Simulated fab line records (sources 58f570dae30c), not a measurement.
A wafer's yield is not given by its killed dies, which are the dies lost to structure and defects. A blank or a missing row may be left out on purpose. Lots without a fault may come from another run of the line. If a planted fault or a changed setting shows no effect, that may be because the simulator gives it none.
fab line records    flow berkeley_cmos170
record lots=5  wafers=23
route steps=331 shown M2@272 V2@303 M3@321
start_h: start of the lot's first displayed wafer, in hours after the record's first day    wait_h: hours since the lot's step before    " the same as in the row above    L1.1+2: several wafers, shown together as one row    - no value, or no start given    * or withheld: withheld    < > ~ a bound
route shown NAME@n: a module of which the file shows steps, and the number in the route of the first    usual: mean/standard deviation of fault-free wafers    same: alike in all rows    chamber/n: place in a boat    sites: the reading at each site    _std_site: the values' standard deviation    _edge_site: the outer-site mean with the inner-site mean subtracted    radius_mm: for every site, how far away it sits from the centre of the wafer    mask NAME#n: copy n    behind: tool/chamber where the wafer was last shaped    hold: the reason the lot was held/the length of the hold in hours/how it ended    device: names the non-switching transistor (n, p or np)    end of line: the same wafers' tests at the end of the route    a step given without rows: its recipe and nothing more    killed: at the first sort, the dies lost to defects and structure; wafer yield is something else    map: shows each die of a wafer: x if killed, . if not, _ if none is there
set.NAME: the run value of the setting; set.NAME@STEP: its run value at that earlier step    model.NAME: the simulator's own value behind a step, which no gauge read
one table per step and one row per wafer, for lots whose settings were changed on purpose
## steps
# step UCB170_M2_SPUTTER_01
# recipe material=Al  target_thk_nm=900  time_s=120  power_w=6000  chamber_pressure_pa=0.5
lot.wafer  tool            chamber  start_h  wait_h  set.power_w  model.Al_of_M2_SPUTTER_01.thk_nm
L074.1     pvd_sputter-03  -        165.95   0.0     5658         849.6
L074.2     "               -        "        "       5658         853.8
L074.3     "               -        "        "       6000         883.5
L074.5     "               -        "        "       6000         907.6
L074.6     "               -        "        "       5658         837.2
L076.4     pvd_sputter-01  -        174.23   0.0     6000         902.8
L076.5     "               -        "        "       6000         893
L076.6     "               -        "        "       6000         891.2
L077.1     pvd_sputter-04  -        178.32   0.0     6000         900.4
L077.2     "               -        "        "       6000         898.7
L077.3     "               -        "        "       6000         885.8
L077.4     "               -        "        "       6000         904.6
L077.6     "               -        "        "       6000         901.1
L078.1     pvd_sputter-04  -        187.10   0.0     5798         878.5
L078.2     "               -        "        "       6000         912.6
L078.3     "               -        "        "       6000         900.3
L078.4     "               -        "        "       6000         896.3
L078.6     "               -        "        "       5798         882.5
L082.1     pvd_sputter-01  -        198.71   0.0     6230         945.3
L082.2     "               -        "        "       6230         938
L082.3     "               -        "        "       6000         900.8
L082.4     "               -        "        "       6000         905.2
L082.6     "               -        "        "       6000         900.1
# step UCB170_M2_RS_MEAS_02
# recipe thk_meas_gauge=four-point-probe  reads=Al_of_M2_SPUTTER_01
# usual M2_AL_RS=0.0321/0.00046
lot.wafer  tool           chamber  start_h  wait_h  set.power_w@M2_SPUTTER_01  M2_AL_RS[ohm/sq]
L074.1     film_metro-01  -        166.03   0.0     5658                       0.0341
L074.2     "              -        "        "       5658                       0.0339
L074.3     "              -        "        "       6000                       0.0328
L074.5     "              -        "        "       6000                       0.0319
L074.6     "              -        "        "       5658                       0.0346
L076.4     film_metro-02  -        174.37   0.1     6000                       0.0320
L076.5     "              -        "        "       6000                       0.0324
L076.6     "              -        "        "       6000                       0.0325
L077.1     film_metro-02  -        178.40   0.0     6000                       0.0322
L077.2     "              -        "        "       6000                       0.0322
L077.3     "              -        "        "       6000                       0.0327
L077.4     "              -        "        "       6000                       0.0320
L077.6     "              -        "        "       6000                       0.0322
L078.1     film_metro-02  -        187.18   0.0     5798                       0.0330
L078.2     "              -        "        "       6000                       0.0317
L078.3     "              -        "        "       6000                       0.0323
L078.4     "              -        "        "       6000                       0.0323
L078.6     "              -        "        "       5798                       0.0328
L082.1     film_metro-02  -        198.79   0.0     6230                       0.0306
L082.2     "              -        "        "       6230                       0.0308
L082.3     "              -        "        "       6000                       0.0321
L082.4     "              -        "        "       6000                       0.0319
L082.6     "              -        "        "       6000                       0.0321
# step UCB170_M2_THK_MEAS_03
# recipe thk_meas_gauge=xrf  reads=Al_of_M2_SPUTTER_01
# usual M2_AL_THK=902/14
lot.wafer  tool           chamber  start_h  wait_h  set.power_w@M2_SPUTTER_01  M2_AL_THK[nm]
L074.1     film_metro-01  -        166.15   0.1     5658                       852
L074.2     "              -        "        "       5658                       860
L074.3     "              -        "        "       6000                       886
L074.5     "              -        "        "       6000                       906
L074.6     "              -        "        "       5658                       843
L076.4     film_metro-02  -        174.46   0.1     6000                       905
L076.5     "              -        "        "       6000                       887
L076.6     "              -        "        "       6000                       889
L077.1     film_metro-02  -        178.52   0.1     6000                       898
L077.2     "              -        "        "       6000                       896
L077.3     "              -        "        "       6000                       883
L077.4     "              -        "        "       6000                       905
L077.6     "              -        "        "       6000                       898
L078.1     film_metro-02  -        187.30   0.1     5798                       875
L078.2     "              -        "        "       6000                       910
L078.3     "              -        "        "       6000                       894
L078.4     "              -        "        "       6000                       895
L078.6     "              -        "        "       5798                       880
L082.1     film_metro-02  -        198.91   0.1     6230                       941
L082.2     "              -        "        "       6230                       940
L082.3     "              -        "        "       6000                       906
L082.4     "              -        "        "       6000                       910
L082.6     "              -        "        "       6000                       899
# step UCB170_M2_PEB_13
# recipe peb_temp_c=130  peb_time_s=withheld  resist=KrF
lot.wafer   tool            chamber  start_h  wait_h  set.peb_temp_c
L074.1+6    litho_track-03  0        167.97   0.1     130
L074.2+3+5  "               0        "        "       126.6
L076.4+5+6  litho_track-02  0        179.23   0.4     130
L077.1+4    litho_track-02  0        180.81   0.3     128.6
L077.2+3+6  "               0        "        "       130
L078.1+3+6  litho_track-02  0        188.74   0.1     130
L078.2+4    "               0        "        "       127.4
L082.1+6    litho_track-04  0        201.10   0.3     127.4
L082.2+3+4  "               0        "        "       130
# step UCB170_M2_DEVELOP_14
# recipe developer=TMAH  develop_time_s=45  resist=KrF  dev_temp_c=21
# step UCB170_M2_CD_MEAS_15
# recipe target_cd_nm=700
# usual cd_nm=699.0/1.1
lot.wafer  tool       chamber  start_h  wait_h  set.peb_temp_c@M2_PEB_13  cd_nm
L074.1     cd_sem-01  -        168.25   -       130                       701.1
L074.2     "          -        "        "       126.6                     726.2
L074.3     "          -        "        "       126.6                     726.7
L074.5     "          -        "        "       126.6                     725.7
L074.6     "          -        "        "       130                       699.5
L076.4     cd_sem-01  -        179.48   -       130                       700.0
L076.5     "          -        "        "       130                       701.7
L076.6     "          -        "        "       130                       700.2
L077.1     cd_sem-01  -        181.09   -       128.6                     710.8
L077.2     "          -        "        "       130                       698.8
L077.3     "          -        "        "       130                       699.8
L077.4     "          -        "        "       128.6                     708.5
L077.6     "          -        "        "       130                       699.3
L078.1     cd_sem-02  -        189.01   -       130                       697.9
L078.2     "          -        "        "       127.4                     718.5
L078.3     "          -        "        "       130                       698.7
L078.4     "          -        "        "       127.4                     718.1
L078.6     "          -        "        "       130                       699.7
L082.1     cd_sem-01  -        201.38   -       127.4                     718.3
L082.2     "          -        "        "       130                       699.7
L082.3     "          -        "        "       130                       699.1
L082.4     "          -        "        "       130                       698.3
L082.6     "          -        "        "       127.4                     718.2
# step UCB170_M2_ETCH_17
# recipe chemistry=N2/H2  target_depth_a=withheld  overetch_a=withheld  target=BARC  time_s=withheld  source_w=500  bias_w=100  pressure_mtorr=30  n2_flow_sccm=100  h2_flow_sccm=200
lot.wafer  tool         chamber  start_h  wait_h  set.peb_temp_c@M2_PEB_13  model.M2.cd_nm
L074.1     rie_diel-04  3        168.40   0.0     130                       700.7
L074.2+3   "            2,0      "        "       126.6                     727
L074.5     "            3        "        "       126.6                     725.4
L074.6     "            0        "        "       130                       699.8
L076.4     rie_diel-01  0        179.58   0.0     130                       699.5
L076.5     "            2        "        "       130                       701.8
L076.6     "            1        "        "       130                       700.4
L077.1     rie_diel-02  3        181.24   0.0     128.6                     709.7
L077.2     "            0        "        "       130                       698.7
L077.3     "            1        "        "       130                       700
L077.4     "            1        "        "       128.6                     708.5
L077.6     "            0        "        "       130                       699.4
L078.1     rie_diel-04  1        189.17   0.0     130                       698.4
L078.2     "            3        "        "       127.4                     718.6
L078.3     "            2        "        "       130                       699.7
L078.4     "            3        "        "       127.4                     717.8
L078.6     "            1        "        "       130                       700.3
L082.1     rie_diel-01  0        201.53   0.0     127.4                     717.9
L082.2     "            1        "        "       130                       699.8
L082.3     "            2        "        "       130                       698.7
L082.4     "            3        "        "       130                       698.6
L082.6     "            0        "        "       127.4                     717.7
# step UCB170_M2_METAL_ETCH_18
# recipe chemistry=Cl2/BCl3  target=Al  stop_on=SiO2  pressure_mtorr=12  target_depth_a=11700  over_etch_frac=0.3  time_s=195  icp_w=600  bias_w=120  Cl2_flow_sccm=90  bcl3_flow_sccm=45
lot.wafer  tool          chamber  start_h  wait_h  set.power_w@M2_SPUTTER_01  set.peb_temp_c@M2_PEB_13  model.M2.cd_nm  model.etch.depth_nm
L074.1     rie_metal-01  0        168.44   -       5658                       130                       704.8           -
L074.2     "             1        "        "       5658                       126.6                     725.7           -
L074.3     "             0        "        "       6000                       126.6                     730             883.5
L074.5     "             0        "        "       6000                       126.6                     730.4           907.6
L074.6     "             1        "        "       5658                       130                       698.8           -
L076.4     rie_metal-04  1        179.69   -       6000                       130                       701.6           902.8
L076.5     "             1        "        "       6000                       130                       706.6           893
L076.6     "             0        "        "       6000                       130                       696.4           891.2
L077.1     rie_metal-02  0        181.28   -       6000                       128.6                     713.4           900.4
L077.2     "             1        "        "       6000                       130                       700.6           898.7
L077.3     "             1        "        "       6000                       130                       699.5           885.8
L077.4     "             0        "        "       6000                       128.6                     710.9           904.6
L077.6     "             1        "        "       6000                       130                       700             901.1
L078.1     rie_metal-04  1        189.21   -       5798                       130                       698             878.5
L078.2     "             0        "        "       6000                       127.4                     711.6           912.6
L078.3     "             1        "        "       6000                       130                       698.4           900.3
L078.4     "             0        "        "       6000                       127.4                     710.8           896.3
L078.6     "             1        "        "       5798                       130                       695.7           882.5
L082.1     rie_metal-01  1        201.57   -       6230                       127.4                     716.1           945.3
L082.2     "             0        "        "       6230                       130                       700.8           938
L082.3     "             0        "        "       6000                       130                       699.7           900.8
L082.4     "             1        "        "       6000                       130                       695             905.2
L082.6     "             1        "        "       6000                       127.4                     715.6           900.1
# step UCB170_M2_STRIP_19
# recipe chemistry=O2  power_w=400  pressure_mtorr=3500  platen_temp_c=withheld  o2_flow_sccm=400  overash_fraction=0.5
# step UCB170_M2_CD_MEAS_90
# recipe target_cd_nm=700
# usual cd_nm=697/3.6
lot.wafer  tool       chamber  start_h  wait_h  set.peb_temp_c@M2_PEB_13  cd_nm
L074.1     cd_sem-01  -        168.73   0.1     130                       705
L074.2     "          -        "        "       126.6                     726
L074.3     "          -        "        "       126.6                     730
L074.5     "          -        "        "       126.6                     730
L074.6     "          -        "        "       130                       699
L076.4     cd_sem-02  -        179.97   0.1     130                       701
L076.5     "          -        "        "       130                       706
L076.6     "          -        "        "       130                       696
L077.1     cd_sem-01  -        181.57   0.1     128.6                     713
L077.2     "          -        "        "       130                       700
L077.3     "          -        "        "       130                       699
L077.4     "          -        "        "       128.6                     711
L077.6     "          -        "        "       130                       700
L078.1     cd_sem-02  -        189.50   0.1     130                       698
L078.2     "          -        "        "       127.4                     712
L078.3     "          -        "        "       130                       699
L078.4     "          -        "        "       127.4                     711
L078.6     "          -        "        "       130                       695
L082.1     cd_sem-01  -        201.86   0.1     127.4                     716
L082.2     "          -        "        "       130                       701
L082.3     "          -        "        "       130                       700
L082.4     "          -        "        "       130                       695
L082.6     "          -        "        "       127.4                     715
# step UCB170_V2_DEVELOP_11
# recipe developer=TMAH  develop_time_s=45  resist=KrF  dev_temp_c=21
lot.wafer       tool            chamber  start_h  wait_h  set.develop_time_s
L074.1+2+3+5+6  litho_track-01  0        -        -       45
L076.4+5+6      litho_track-03  0        -        -       45
L077.1+2+3+4+6  litho_track-01  0        -        -       45
L078.1+2+4      litho_track-02  0        -        -       50.71
L078.3+6        "               0        "        "       45
L082.1+2+3      litho_track-02  0        -        -       41.63
L082.4+6        "               0        "        "       45
# step UCB170_V2_ETCH_14
# recipe chemistry=CHF3/CF4/Ar  target=SiO2  stop_on=Al  CHF3_flow_sccm=45  cf4_flow_sccm=15  Ar_flow_sccm=150  pressure_mtorr=200  rf_w=700  target_depth_a=12500  over_etch_frac=0.25  time_s=291
lot.wafer  tool         chamber  start_h  wait_h  set.power_w@M2_SPUTTER_01  model.Al_of_M2_SPUTTER_01.thk_nm
L074.1     rie_diel-01  3        171.00   0.0     5658                       849.2
L074.2     "            2        "        "       5658                       853.8
L074.3     "            0        "        "       6000                       883.3
L074.5     "            0        "        "       6000                       907.4
L074.6     "            3        "        "       5658                       836.8
L076.4     rie_diel-03  0        182.12   0.0     6000                       902
L076.5     "            2        "        "       6000                       893
L076.6     "            1        "        "       6000                       891.2
L077.1     rie_diel-02  0        183.72   0.0     6000                       900.4
L077.2     "            2        "        "       6000                       897.8
L077.3     "            3        "        "       6000                       885.8
L077.4     "            1        "        "       6000                       904.6
L077.6     "            3        "        "       6000                       901.1
L078.1     rie_diel-02  3        191.49   0.0     5798                       878.5
L078.2     "            1        "        "       6000                       912.6
L078.3     "            2        "        "       6000                       899.3
L078.4     "            0        "        "       6000                       896.3
L078.6     "            2        "        "       5798                       881.6
L082.1     rie_diel-03  3        203.85   0.0     6230                       945.3
L082.2     "            1        "        "       6230                       938
L082.3     "            2        "        "       6000                       900.8
L082.4     "            0        "        "       6000                       904.4
L082.6     "            0        "        "       6000                       899.2
# step UCB170_M3_EXPOSE_12
# recipe mask_id=METAL3  target_cd_nm=700  na=0.5  sigma_outer=0.6  source_shape=conventional  dose_mj=26
lot.wafer   tool            chamber  start_h  wait_h  mask      set.dose_mj
L074.1+3+6  krf_scanner-01  0        173.50   -       METAL3#0  26
L074.2+5    "               0        "        "       METAL3#0  27.93
L076.4+5+6  krf_scanner-02  0        184.21   -       METAL3#0  26
L077.1+2+3  krf_scanner-02  0        185.62   -       METAL3#0  26.78
L077.4+6    "               0        "        "       METAL3#0  26
L078.1+4+6  krf_scanner-02  0        193.69   -       METAL3#0  26
L078.2+3    "               0        "        "       METAL3#0  27.83
L082.1+2+6  krf_scanner-01  0        205.94   -       METAL3#0  24.69
L082.3+4    "               0        "        "       METAL3#0  26
# step UCB170_M3_PEB_13
# recipe peb_temp_c=130  peb_time_s=withheld  resist=KrF
# step UCB170_M3_DEVELOP_14
# recipe developer=TMAH  develop_time_s=45  resist=KrF  dev_temp_c=21
# step UCB170_M3_CD_MEAS_15
# recipe target_cd_nm=700
# usual cd_nm=700.5/1.3
lot.wafer  tool       chamber  start_h  wait_h  set.dose_mj@M3_EXPOSE_12  cd_nm
L074.1     cd_sem-02  -        174.16   -       26                        699.1
L074.2     "          -        "        "       27.93                     687.6
L074.3     "          -        "        "       26                        699.8
L074.5     "          -        "        "       27.93                     687.5
L074.6     "          -        "        "       26                        699.6
L076.4     cd_sem-01  -        184.60   -       26                        701.0
L076.5     "          -        "        "       26                        703.6
L076.6     "          -        "        "       26                        700.7
L077.1     cd_sem-01  -        186.06   -       26.78                     695.0
L077.2     "          -        "        "       26.78                     695.2
L077.3     "          -        "        "       26.78                     695.2
L077.4     "          -        "        "       26                        700.8
L077.6     "          -        "        "       26                        701.1
L078.1     cd_sem-02  -        194.21   -       26                        701.0
L078.2     "          -        "        "       27.83                     688.5
L078.3     "          -        "        "       27.83                     688.5
L078.4     "          -        "        "       26                        700.9
L078.6     "          -        "        "       26                        700.3
L082.1     cd_sem-02  -        206.41   -       24.69                     709.8
L082.2     "          -        "        "       24.69                     708.9
L082.3     "          -        "        "       26                        699.8
L082.4     "          -        "        "       26                        699.4
L082.6     "          -        "        "       24.69                     709.0
# step UCB170_M3_ETCH_17
# recipe chemistry=N2/H2  target_depth_a=withheld  overetch_a=withheld  target=BARC  time_s=withheld  source_w=500  bias_w=100  pressure_mtorr=30  n2_flow_sccm=100  h2_flow_sccm=200
lot.wafer  tool         chamber  start_h  wait_h  set.dose_mj@M3_EXPOSE_12  model.M3.cd_nm
L074.1     rie_diel-04  1        174.32   0.0     26                        698.9
L074.2     "            2        "        "       27.93                     687.4
L074.3     "            3        "        "       26                        700.3
L074.5     "            3        "        "       27.93                     687.9
L074.6     "            1        "        "       26                        699.2
L076.4     rie_diel-04  3        184.72   0.0     26                        701.8
L076.5     "            2        "        "       26                        704
L076.6     "            1        "        "       26                        700.8
L077.1     rie_diel-03  2        186.22   0.0     26.78                     694.9
L077.2     "            0        "        "       26.78                     694.4
L077.3     "            1        "        "       26.78                     695.5
L077.4     "            1        "        "       26                        701
L077.6     "            0        "        "       26                        699.7
L078.1     rie_diel-02  0        194.36   0.0     26                        700.8
L078.2     "            1        "        "       27.83                     689.7
L078.3     "            3        "        "       27.83                     689.1
L078.4+6   "            2,3      "        "       26                        700.6
L082.1     rie_diel-04  3        206.56   0.0     24.69                     709.9
L082.2     "            2        "        "       24.69                     709.5
L082.3     "            1        "        "       26                        699.1
L082.4     "            0        "        "       26                        698.3
L082.6     "            3        "        "       24.69                     709.3
# step UCB170_M3_METAL_ETCH_18
# recipe chemistry=Cl2/BCl3  target=Al  stop_on=SiO2  pressure_mtorr=12  target_depth_a=11700  over_etch_frac=0.3  time_s=195  icp_w=600  bias_w=120  Cl2_flow_sccm=90  bcl3_flow_sccm=45
lot.wafer  tool          chamber  start_h  wait_h  set.over_etch_frac  model.KrF_of_M3_COAT_10.thk_nm
L074.1     rie_metal-03  0        174.36   -       0.2642              257.4
L074.2     "             1        "        "       0.3                 229.1
L074.3     "             1        "        "       0.3                 226.6
L074.5     "             1        "        "       0.2642              246.1
L074.6     "             0        "        "       0.3                 237.1
L076.4     rie_metal-03  1        184.80   -       0.3                 229.2
L076.5     "             1        "        "       0.3                 225.9
L076.6     "             0        "        "       0.3                 239.5
L077.1     rie_metal-04  1        186.26   -       0.2309              247
L077.2     "             0        "        "       0.2309              252.2
L077.3     "             1        "        "       0.3                 209.2
L077.4     "             0        "        "       0.3                 219.5
L077.6     "             1        "        "       0.3                 217.1
L078.1     rie_metal-04  1        194.41   -       0.3                 213.5
L078.2     "             0        "        "       0.2385              252.6
L078.3     "             1        "        "       0.2385              236.2
L078.4     "             0        "        "       0.2385              251.8
L078.6     "             0        "        "       0.3                 222.9
L082.1     rie_metal-03  0        206.60   -       0.3                 237.1
L082.2     "             1        "        "       0.3252              203.4
L082.3     "             0        "        "       0.3                 239.3
L082.4     "             1        "        "       0.3                 215.5
L082.6     "             1        "        "       0.3252              205.1
## key
split step=UCB170_M2_SPUTTER_01  setting=power_w  stated=6000  by=wafer
response step=UCB170_M2_SPUTTER_01  reading=model.Al_of_M2_SPUTTER_01.thk_nm  change=+8.63  per=1%  r=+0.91
response step=UCB170_M2_RS_MEAS_02  reading=M2_AL_RS  change=-0.000316  per=1%  r=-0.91
response step=UCB170_M2_THK_MEAS_03  reading=M2_AL_THK  change=+7.8  per=1%  r=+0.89
response step=UCB170_M2_METAL_ETCH_18  reading=model.etch.depth_nm  change=+8.74  per=1%  r=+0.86
response step=UCB170_V2_ETCH_14  reading=model.Al_of_M2_SPUTTER_01.thk_nm  change=+8.68  per=1%  r=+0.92
split step=UCB170_M2_PEB_13  setting=peb_temp_c  stated=130  by=wafer
response step=UCB170_M2_CD_MEAS_15  reading=cd_nm  change=-9.77  per=1%  r=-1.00
response step=UCB170_M2_ETCH_17  reading=model.M2.cd_nm  change=-9.63  per=1%  r=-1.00
response step=UCB170_M2_METAL_ETCH_18  reading=model.M2.cd_nm  change=-9.11  per=1%  r=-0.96
response step=UCB170_M2_CD_MEAS_90  reading=cd_nm  change=-9.11  per=1%  r=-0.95
split step=UCB170_V2_DEVELOP_11  setting=develop_time_s  stated=45  by=wafer
response none clear
split step=UCB170_M3_EXPOSE_12  setting=dose_mj  stated=26  by=wafer
response step=UCB170_M3_CD_MEAS_15  reading=cd_nm  change=-1.73  per=1%  r=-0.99
response step=UCB170_M3_ETCH_17  reading=model.M3.cd_nm  change=-1.72  per=1%  r=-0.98
split step=UCB170_M3_METAL_ETCH_18  setting=over_etch_frac  stated=0.3  by=wafer
response step=UCB170_M3_METAL_ETCH_18  reading=model.KrF_of_M3_COAT_10.thk_nm  change=-1.59  per=1%  r=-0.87
